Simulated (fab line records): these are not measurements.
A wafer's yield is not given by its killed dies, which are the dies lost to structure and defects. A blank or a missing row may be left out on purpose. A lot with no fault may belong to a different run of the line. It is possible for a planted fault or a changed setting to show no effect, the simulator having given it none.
fab line records -- flow rit-cmos
record: lots: 6, wafers: 18, last-day: 7
route steps=202 shown PLDD@116 SPACER@125
lots with no fault: from the same line, run without faults
start-h: the number of hours between the record's first day and the start of the first shown wafer of the lot -- wait-h: how many hours have passed since the lot's step before this one -- " repeats the value in the row above -- L1.1+2: a row that stands for several wafers -- - either no value or no given start -- * or withheld: withheld -- < > ~ a bound
route shown NAME@n: a module of which the file shows steps, and the number in the route of the first -- usual: the fault-free wafers' mean and standard deviation -- same: alike in all rows -- chamber/n: place in a boat -- sites: per-site readings -- _std_site: the values' standard deviation -- _edge_site: the outer-site mean with the inner-site mean subtracted -- radius-mm: how far each site lies from the wafer's centre -- mask NAME#n: copy n -- behind: the most recent tool/chamber to have shaped the wafer -- hold: cause of the lot's hold/its duration in hours/its outcome -- device: transistor that didn't switch, given as n, p or np -- end of line: the tests these same wafers got at the end of their route -- step lacking rows: just its recipe -- killed: the dies lost at the first sort to structure and to defects; this is not the yield of the wafer -- map: per-die view of a wafer (x killed, . not killed, _ where there is no die)
set.NAME: the setting the step ran with; set.NAME@STEP: the setting that earlier step ran with -- model.NAME: the simulator's own value behind a step, which no gauge read
lots at selected steps of the route; one table per step, one row per wafer
services: a tool's chamber out of use, with start hour (start-h, from the record's first day; less than 0 if before it), hours out, and reason
== steps ==
step: RIT_PLDD_SOFTBAKE_02
recipe: resist: NOVOLAK, temp-c: 90, time-s: 60
step: RIT_PLDD_EXPOSE_03
recipe: mask-id: M8, na: 0.57, target-cd-nm: 40900, dose-mj: 250
step: RIT_PLDD_PEB_04
recipe: resist: NOVOLAK, temp-c: withheld, time-s: withheld
step: RIT_PLDD_DEVELOP_05
recipe: resist: NOVOLAK, develop-time-s: 50, dev-temp-c: 23
step: RIT_PLDD_OVL_MEAS_06
usual: PLDD_OVL: -0.7/1.2
lot.wafer,tool,chamber,start-h,wait-h,PLDD_OVL[nm]
L884.1,overlay-01,-,73.76,-,0.2
L884.4,overlay-01,-,73.76,-,-0.3
L884.5,overlay-01,-,73.76,-,-0.2
L885.3,overlay-01,-,78.38,-,1.2
L885.4,overlay-01,-,78.38,-,-0.5
L885.5,overlay-01,-,78.38,-,-1.0
L887.1,overlay-02,-,89.28,-,-0.3
L887.3,overlay-02,-,89.28,-,0.1
L887.6,overlay-02,-,89.28,-,-0.4
L890.2,overlay-02,-,102.85,-,-0.2
L890.3,overlay-02,-,102.85,-,0.5
L890.6,overlay-02,-,102.85,-,-0.9
L898.1,overlay-01,-,143.66,-,-0.2
L898.2,overlay-01,-,143.66,-,-1.9
L898.6,overlay-01,-,143.66,-,0.0
L899.3,overlay-01,-,147.20,-,0.9
L899.4,overlay-01,-,147.20,-,-0.4
L899.6,overlay-01,-,147.20,-,3.6
step: RIT_PLDD_HARDBAKE_07
recipe: resist: NOVOLAK, temp-c: 140, time-s: 60
step: RIT_PLDD_IMPLANT_08
recipe: species: BF2, energy-kev: 20, dose-cm2: 9e+14, tilt-deg: 7
step: RIT_PLDD_STRIP_09
recipe: chemistry: O2, time-s: 180, resist: NOVOLAK, platen-temp-c: withheld, power-w: 500, pressure-mtorr: 4000, o2-flow-sccm: 4000
usual: drypump-motor-current-A: 5.65/0.26
lot.wafer,tool,chamber,start-h,wait-h,drypump-motor-current-A,rf-hours-counter-h
L884.1,plasma-asher-03,1,74.09,0.1,5.42,37
L884.4,plasma-asher-03,0,74.09,0.1,6.01,-
L884.5,plasma-asher-03,1,74.09,0.1,5.42,-
L885.3,plasma-asher-02,1,78.76,0.1,5.98,-
L885.4,plasma-asher-02,0,78.76,0.1,5.14,-
L885.5,plasma-asher-02,0,78.76,0.1,5.15,-
L887.1,plasma-asher-03,1,89.62,0.1,5.41,39
L887.3,plasma-asher-03,1,89.62,0.1,5.41,-
L887.6,plasma-asher-03,0,89.62,0.1,6.03,-
L890.2,plasma-asher-04,1,103.18,0.1,5.75,46
L890.3,plasma-asher-04,1,103.18,0.1,5.74,-
L890.6,plasma-asher-04,1,103.18,0.1,5.75,-
L898.1,plasma-asher-03,1,144.00,0.1,5.42,3
L898.2,plasma-asher-03,0,144.00,0.1,6.07,3
L898.6,plasma-asher-03,0,144.00,0.1,6.06,-
L899.3,plasma-asher-03,1,147.58,0.1,5.42,-
L899.4,plasma-asher-03,0,147.58,0.1,6.06,-
L899.6,plasma-asher-03,0,147.58,0.1,6.02,-
step: RIT_PLDD_TW_MEAS_10
usual: PLDD_TW: 2350/35
lot.wafer,tool,chamber,start-h,wait-h,PLDD_TW
L884.1,film-metro-02,-,74.27,0.1,2313
L884.4,film-metro-02,-,74.27,0.1,2316
L884.5,film-metro-02,-,74.27,0.1,2319
L885.3,film-metro-01,-,78.90,0.1,2408
L885.4,film-metro-01,-,78.90,0.1,2413
L885.5,film-metro-01,-,78.90,0.1,2399
L887.1,film-metro-04,-,89.79,0.1,2355
L887.3,film-metro-04,-,89.79,0.1,2373
L887.6,film-metro-04,-,89.79,0.1,2369
L890.2,film-metro-02,-,103.37,0.1,2326
L890.3,film-metro-02,-,103.37,0.1,2321
L890.6,film-metro-02,-,103.37,0.1,2332
L898.1,film-metro-04,-,144.18,0.1,2354
L898.2,film-metro-04,-,144.18,0.1,2341
L898.6,film-metro-04,-,144.18,0.1,2336
L899.3,film-metro-02,-,147.71,0.1,2299
L899.4,film-metro-02,-,147.71,0.1,2309
L899.6,film-metro-02,-,147.71,0.1,2304
step: RIT_SPACER_CLEAN_00
recipe: chemistry: SC1, mix: 3:3:50, time-s: 600, temp-c: 75
step: RIT_SPACER_CLEAN_01
recipe: chemistry: dHF, dilution: 50:1, time-s: 30
step: RIT_SPACER_CLEAN_02
recipe: chemistry: SC2, mix: 3:3:50, time-s: 600, temp-c: 75, dry: n2-spin
step: RIT_SPACER_CVD_03
recipe: material: Si3N4, target-thk-nm: 250, temp-c: 810, precursor: SiH2Cl2/NH3, time-s: 3300, pressure-mtorr: 300, sih2cl2-flow-sccm: 60, nh3-flow-sccm: 150
usual: spike-tc-centre-C: 812.3/1.4, spike-tc-load-C: 834.0/2.5, spike-tc-source-C: 831.7/2.7, susceptor-temp-C: 810.1/0.32, zone-power-load-pct: 21.6/0.63, zone-power-source-pct: 20.5/1.1
lot.wafer,tool,chamber,start-h,wait-h,spike-tc-centre-C,spike-tc-load-C,spike-tc-source-C,susceptor-temp-C,zone-power-load-pct,zone-power-source-pct,model.Si3N4_of_SPACER_CVD_03.thk-nm
L884.1,lpcvd-02,0,74.84,0.1,813.6,835.2,828.3,810.0,20.7,18.7,248.4
L884.4,lpcvd-02,0,74.84,0.1,812.7,834.0,828.6,809.9,20.9,18.7,250.8
L884.5,lpcvd-02,0,74.84,0.1,813.5,834.7,828.2,809.5,20.4,18.5,248.8
L885.3,lpcvd-01,1,79.30,0.0,812.0,836.5,833.5,810.4,22.5,21.0,252.5
L885.4,lpcvd-01,1,79.30,0.0,810.6,838.0,834.9,810.2,22.6,20.6,251.8
L885.5,lpcvd-01,1,79.30,0.0,812.1,838.3,834.9,809.6,22.9,20.7,249.8
L887.1,lpcvd-02,1,90.22,0.0,846.7,869.4,868.7,846.5,24.1,24.0,424.8
L887.3,lpcvd-02,1,90.22,0.0,848.5,867.9,868.2,846.9,24.0,23.9,425.3
L887.6,lpcvd-02,1,90.22,0.0,848.0,867.5,868.1,846.9,24.0,23.7,422.2
L890.2,lpcvd-02,1,103.82,0.0,847.3,868.2,867.5,846.6,23.3,24.6,419.2
L890.3,lpcvd-02,1,103.82,0.0,848.2,868.4,868.3,846.6,23.4,24.2,416.5
L890.6,lpcvd-02,1,103.82,0.0,847.6,866.0,867.7,846.6,23.6,24.5,419.8
L898.1,lpcvd-01,0,144.64,0.0,813.4,833.5,831.7,810.1,20.9,20.5,252.5
L898.2,lpcvd-01,0,144.64,0.0,813.3,831.7,833.7,809.7,20.9,20.6,252.5
L898.6,lpcvd-01,0,144.64,0.0,813.8,832.1,832.3,810.0,21.1,20.2,252.5
L899.3,lpcvd-01,0,148.15,0.0,814.7,831.9,831.3,810.1,21.6,20.6,250
L899.4,lpcvd-01,0,148.15,0.0,812.3,831.8,832.9,809.8,21.4,20.5,250.4
L899.6,lpcvd-01,0,148.15,0.0,811.9,832.3,832.1,809.2,21.3,20.7,251.3
step: RIT_SPACER_THK_MEAS_04
recipe: reads: Si3N4_of_SPACER_CVD_03
usual: SPACER_NITRIDE_THK: 249.8/2
lot.wafer,tool,chamber,start-h,wait-h,SPACER_NITRIDE_THK[nm]
L884.1,film-metro-03,-,76.75,0.0,248.4
L884.4,film-metro-03,-,76.75,0.0,250.9
L884.5,film-metro-03,-,76.75,0.0,248.7
L885.3,film-metro-04,-,81.24,0.0,252.4
L885.4,film-metro-04,-,81.24,0.0,251.6
L885.5,film-metro-04,-,81.24,0.0,249.9
L887.1,film-metro-04,-,92.14,0.0,424.7
L887.3,film-metro-04,-,92.14,0.0,425.7
L887.6,film-metro-04,-,92.14,0.0,422.1
L890.2,film-metro-04,-,105.74,0.0,419.1
L890.3,film-metro-04,-,105.74,0.0,416.5
L890.6,film-metro-04,-,105.74,0.0,419.8
L898.1,film-metro-04,-,146.55,0.0,252.3
L898.2,film-metro-04,-,146.55,0.0,252.8
L898.6,film-metro-04,-,146.55,0.0,252.4
L899.3,film-metro-03,-,150.09,0.0,249.8
L899.4,film-metro-03,-,150.09,0.0,250.6
L899.6,film-metro-03,-,150.09,0.0,251.5
step: RIT_SPACER_ETCHBACK_05
recipe: target-depth-a: 2500, SF6_flow_sccm: 30, CHF3_flow_sccm: 30, target: Si3N4, chemistry: SF6/CHF3, pressure-mtorr: 40, rf-w: 250, time-s: 240, stop-on: SiO2
usual: drypump-motor-current-A: 5.7/0.5, oes-product-au: 0.844/0.014, throttle-valve-pct: 10.22/0.15
lot.wafer,tool,chamber,start-h,wait-h,drypump-motor-current-A,oes-product-au,rf-hours-counter-h,throttle-valve-pct,model.Si3N4_of_SPACER_CVD_03.thk-nm,model.etch.depth-nm
L884.1,rie-diel-01,2,76.81,0.1,6.3,0.840,136,10.05,194.1,248.4
L884.4,rie-diel-01,1,76.81,0.1,6.0,0.872,142,10.00,196.8,250.8
L884.5,rie-diel-01,0,76.81,0.1,5.7,0.844,-,10.18,194.8,248.8
L885.3,rie-diel-03,3,81.28,0.0,5.9,0.848,41,10.32,198.1,252.5
L885.4,rie-diel-03,2,81.28,0.0,4.9,0.836,35,10.19,197.2,251.8
L885.5,rie-diel-03,1,81.28,0.0,5.5,0.838,-,10.59,195.6,249.8
L887.1,rie-diel-01,0,92.20,0.1,5.7,1.014,6,10.22,331.3,318.2
L887.3,rie-diel-01,3,92.20,0.1,6.1,1.047,148,10.32,331.4,319.2
L887.6,rie-diel-01,3,92.20,0.1,6.1,1.030,-,10.31,330.4,314.2
L890.2,rie-diel-02,2,105.79,0.0,6.0,1.010,129,10.50,328.5,312.8
L890.3,rie-diel-02,0,105.79,0.0,4.9,0.988,5,10.28,325.6,315.7
L890.6,rie-diel-02,2,105.79,0.0,6.0,1.011,-,10.49,329.1,312.4
L898.1,rie-diel-01,0,146.61,0.1,5.7,0.852,7,10.16,197.8,252.5
L898.2,rie-diel-01,1,146.61,0.1,6.0,0.866,143,10.01,197.8,252.5
L898.6,rie-diel-01,0,146.61,0.1,5.7,0.848,-,10.17,197.2,252.5
L899.3,rie-diel-03,0,150.13,0.0,6.4,0.834,75,10.09,196.6,250
L899.4,rie-diel-03,2,150.13,0.0,4.9,0.827,37,10.18,195.3,250.4
L899.6,rie-diel-03,2,150.13,0.0,4.9,0.839,-,10.19,196.4,251.3
== services ==
tool,chamber,start-h,hours,kind
rie-diel-01,2,55.12,5.9,repair
rie-diel-02,1,62.13,7.9,repair
rie-diel-02,1,70.61,-,clean
rie-diel-02,1,70.61,32.2,scheduled-down
rie-diel-02,1,70.61,32.2,vent-cycle
rie-diel-03,2,70.81,8.4,repair
rie-diel-02,2,84.52,5.5,repair
rie-diel-03,1,103.61,-,clean
rie-diel-03,1,103.61,20.3,scheduled-down
rie-diel-03,1,103.61,20.3,vent-cycle
plasma-asher-03,-,108.75,9.0,pm
plasma-asher-03,0,108.75,9.0,vent-cycle
plasma-asher-03,1,108.75,9.0,vent-cycle
plasma-asher-03,0,117.75,-,clean
plasma-asher-03,1,117.75,-,clean
rie-diel-02,2,127.60,4.6,repair
rie-diel-01,3,134.24,3.2,repair
== key ==
first-sign: step: RIT_SPACER_CVD_03, reading: susceptor-temp-C, direction: up, sigmas: 99+, usual: *, struck: *
effect: step: RIT_SPACER_CVD_03, reading: spike-tc-centre-C, direction: up, sigmas: 25, usual: 812.3, struck: 847.7
effect: step: RIT_SPACER_THK_MEAS_04, reading: SPACER_NITRIDE_THK, direction: up, sigmas: 86, usual: 249.8, struck: 421.3
effect: step: RIT_SPACER_ETCHBACK_05, reading: oes-product-au, direction: up, sigmas: 12, usual: 0.844, struck: 1.017
model-effect: step: RIT_SPACER_CVD_03, value: Si3N4_of_SPACER_CVD_03.thk-nm, without: 250.9, struck: 421.3
model-effect: step: RIT_SPACER_ETCHBACK_05, value: Si3N4_of_SPACER_CVD_03.thk-nm, without: 196.2, struck: 329.4
met-at RIT_SPACER_CVD_03
struck-wafers L887.1,L887.3,L887.6,L890.2,L890.3,L890.6
later-rows-left-out L887.1,L887.3,L887.6,L890.2,L890.3,L890.6
sort-left-out L887.1,L887.3,L887.6,L890.2,L890.3,L890.6
tester-left-out L887,L890
fault: kind: process-parameter-drift, tool: lpcvd-02, chamber: 1, onset-h: 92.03, steps: RIT_SPACER_CVD_03, channel: temp-c, offset: *, shape: step, end-h: 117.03, acts-in: *, stated: *
tester-left-out: of these lots the tester's yield and bins aren't shown, on N5 and GAA mostly nor the transistor test; their killed dies are dies lost to structure and defects alone, not to doping, threshold or leakage, so they don't give the yield
sort-left-out: the simulated sort isn't trusted on such a fault, so these wafers' sort isn't shown, and their yield isn't known
later-rows-left-out: the simulator's readings of these wafers behind a module that went badly wrong aren't trusted and aren't shown, but for the sort
